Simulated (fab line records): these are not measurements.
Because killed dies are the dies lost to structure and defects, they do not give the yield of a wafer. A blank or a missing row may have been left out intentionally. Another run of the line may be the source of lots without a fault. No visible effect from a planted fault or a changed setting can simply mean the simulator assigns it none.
The tool behind it: which one? ; flow rit cmos ; 42 wafers from 14 lots sampled at 5 of the route's 202 steps

## WHAT THE GAUGES READ, wafer by wafer
RIT_NSD_OVL_MEAS_06.
lot;measured;on;NSD_OVL (nm)
L160;day 2 23:11;overlay-02;1.1 -1.0 -0.4
L161;day 3 06:07;overlay-01;1.4 -1.2 0.3
L162;day 3 09:02;overlay-02;1.8 2.0 0.8
L164;day 3 20:17;overlay-02;0.2 1.7 -0.9
L165;day 4 00:31;overlay-02;-2.5 -0.3 0.4
L166;day 4 05:22;overlay-02;-0.7 0.4 -1.0
L167;day 4 09:26;overlay-01;3.2 2.1 0.9
L170;day 5 00:53;overlay-02;1.3 0.5 2.9
L172;day 5 12:06;overlay-02;-0.9 0.2 0.6
L175;day 6 04:47;overlay-01;3.1 -0.1 2.5
L177;day 6 12:54;overlay-02;1.7 0.4 -1.0
L179;day 6 22:14;overlay-01;1.8 0.1 1.0
L181;day 7 07:38;overlay-01;0.1 -0.1 -0.4
L183;day 7 17:05;overlay-01;-1.3 1.8 -0.1

RIT_SDANNEAL_RS_MEAS_04: the measuring method here is four-point-probe.
lot;measured;on;PSD_RS (ohm/sq)
L160;day 3 01:47;film metro-02;115.5 115.6 115.9
L161;day 3 08:52;film metro-03;116.0 115.8 116.0
L162;day 3 11:27;film metro-04;116.4 115.7 115.8
L164;day 3 22:50;film metro-03;116.1 116.2 116.2
L165;day 4 02:56;film metro-04;116.4 116.3 116.0
L166;day 4 07:49;film metro-03;116.1 116.3 116.1
L167;day 4 11:53;film metro-04;116.3 116.2 116.2
L170;day 5 03:29;film metro-02;94.3 93.7 94.1 94.1 93.7 94.1
L172;day 5 14:42;film metro-04;93.7 93.5 93.8 93.6 93.6 93.9
L175;day 6 07:22;film metro-04;115.7 115.6 116.0
L177;day 6 15:20;film metro-03;116.3 116.2 115.9
L179;day 7 00:47;film metro-02;115.1 115.4 115.7
L181;day 7 10:10;film metro-02;115.7 115.8 115.8
L183;day 7 19:44;film metro-02;116.4 116.3 115.8

RIT_M1_BOW_MEAS_16.
lot;measured;on;M1_BOW (um)
L160;day 3 09:14;film metro-04;9 21 8
L161;day 3 16:05;film metro-03;15 13 15
L162;day 3 19:30;film metro-03;12 15 15
L164;day 4 06:22;film metro-03;24 30 10
L165;day 4 10:17;film metro-02;15 19 9
L166;day 4 16:40;film metro-04;23 14 22
L167;day 4 19:32;film metro-04;13 10 19
L175;day 6 14:48;film metro-03;18 12 19
L177;day 6 23:20;film metro-04;5 25 7
L179;day 7 09:26;film metro-04;16 14 15
L181;day 7 17:35;film metro-04;18 13 20
L183;day 8 02:53;film metro-03;19 25 10

## WHICH TOOL RAN EACH LOT (tool, then ch and the chambers of the sampled wafers, then the start)
lot;RIT_GATE_STRIP_20;RIT_SDANNEAL_RTA_03
L160;plasma asher-01 ch 1, day 2 13:21;rtp anneal-02 ch 0, day 3 01:43
L161;plasma asher-03 ch 0,1, day 2 20:09;rtp anneal-01 ch 0, day 3 08:44
L162;plasma asher-01 ch 0,1, day 2 23:04;rtp anneal-02 ch 0, day 3 11:23
L164;plasma asher-04 ch 0,1, day 3 08:46;rtp anneal-02 ch 0, day 3 22:47
L165;plasma asher-03 ch 0,1, day 3 14:10;rtp anneal-01 ch 0, day 4 02:52
L166;plasma asher-04 ch 0,1, day 3 19:46;rtp anneal-02 ch 0, day 4 07:45
L167;plasma asher-01 ch 0,1, day 3 23:31;rtp anneal-01 ch 0, day 4 11:49
L170;plasma asher-04 ch 0,1, day 4 15:00;rtp anneal-02 ch 0, day 5 03:26
L172;plasma asher-01 ch 0,1, day 5 01:27;rtp anneal-02 ch 0, day 5 14:37
L175;plasma asher-04 ch 0,1, day 5 17:47;rtp anneal-01 ch 0, day 6 07:19
L177;plasma asher-01 ch 0,1, day 6 02:59;rtp anneal-01 ch 0, day 6 15:16
L179;plasma asher-01 ch 0,1, day 6 12:31;rtp anneal-01 ch 0, day 7 00:43
L181;plasma asher-04 ch 0,1, day 6 21:47;rtp anneal-01 ch 0, day 7 10:07
L183;plasma asher-01 ch 0,1, day 7 07:26;rtp anneal-01 ch 0, day 7 19:40
- RIT_GATE_STRIP_20: strips in O2, time 180 s.
- RIT_SDANNEAL_RTA_03: time 5 s.

## AS READ BY THE TOOLS THEMSELVES (means over the sampled wafers that have a number; for cases with no such wafer, the mark the record gives instead)
RIT_GATE_STRIP_20.
lot;tool;chamber pressure mTorr (mTorr);drypump motor current A (A)
L160;plasma asher-01;3994;6.3
L161;plasma asher-03;4001;5.7
L162;plasma asher-01;3997;5.8
L164;plasma asher-04;4001;5.4
L165;plasma asher-03;3996;5.9
L166;plasma asher-04;4003;5.5
L167;plasma asher-01;3998;5.8
L170;plasma asher-04;3999;5.5
L172;plasma asher-01;4000;5.8
L175;plasma asher-04;3999;5.2
L177;plasma asher-01;4002;6.1
L179;plasma asher-01;3998;5.8
L181;plasma asher-04;4000;5.2
L183;plasma asher-01;4002;6.1

RIT_SDANNEAL_RTA_03.
lot;tool;wafer_temp_C_max
L160;rtp anneal-02;1053.8
L161;rtp anneal-01;1052.4
L162;rtp anneal-02;1052.4
L164;rtp anneal-02;1053.5
L165;rtp anneal-01;1053.8
L166;rtp anneal-02;1053.9
L167;rtp anneal-01;1054.3
L170;rtp anneal-02;1086.1
L172;rtp anneal-02;1086.4
L175;rtp anneal-01;1052.9
L177;rtp anneal-01;1054.0
L179;rtp anneal-01;1053.0
L181;rtp anneal-01;1053.5
L183;rtp anneal-01;1054.7

## THE ANSWER, worked out from the rows above alone
Rule: what is usual is taken from the lots themselves. The widest of any qualifying gaps counts: lots, ordered by their means at a reading, are off when they make up no more than a third of the lots, leave a main group of 4 or more, and stand apart from it by 3 or more times the standard deviation of that group's means. Not used: any main group whose means are identical at the precision the tables above print for the reading. Also off: a lot with no number at a reading for which 4 or more lots have one. Any other lot the step has rows for is counted as sound. The gauges are gone through in route order, then the tools' own readings, and for those a lot's mean is taken as printed above. The first step at which some lot is off is used, and at that step the reading that is off furthest; a lot without a number counts as furthest.
Off: L170, L172, at RIT_SDANNEAL_RS_MEAS_04 (PSD_RS). The main group: mean 116.0 ohm/sq, standard deviation 0.26.
A tool fits if, at a process step before that reading, it ran every lot that is off, and no sound lot after the first of them. Not tried: the gauges at RIT_SDANNEAL_RS_MEAS_04; whatever is off there is also off at RIT_SDANNEAL_RTA_03, on other tools, and gauge error can't account for it. One candidate fits, namely rtp anneal-02 at RIT_SDANNEAL_RTA_03. Its last sound lot is L166 (day 4 07:45), its first lot that is off L170 (day 5 03:26): a fault that began between those two fits.
The tool's own readings at RIT_SDANNEAL_RTA_03 bear it out: on the lots that are off they differ by more than 5 times the standard deviation of the sound lots' means. wafer_temp_C_max reads 1086.2 there against 1053.5 on the sound lots.

## WHAT THE SIMULATOR HAD INSERTED
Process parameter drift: rtp anneal-02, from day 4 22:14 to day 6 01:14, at RIT_SDANNEAL_RTA_03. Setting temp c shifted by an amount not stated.
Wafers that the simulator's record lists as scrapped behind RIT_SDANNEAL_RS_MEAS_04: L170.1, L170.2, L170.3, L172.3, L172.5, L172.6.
Lots struck among those shown: L170, L172. Same finding as the rule above.
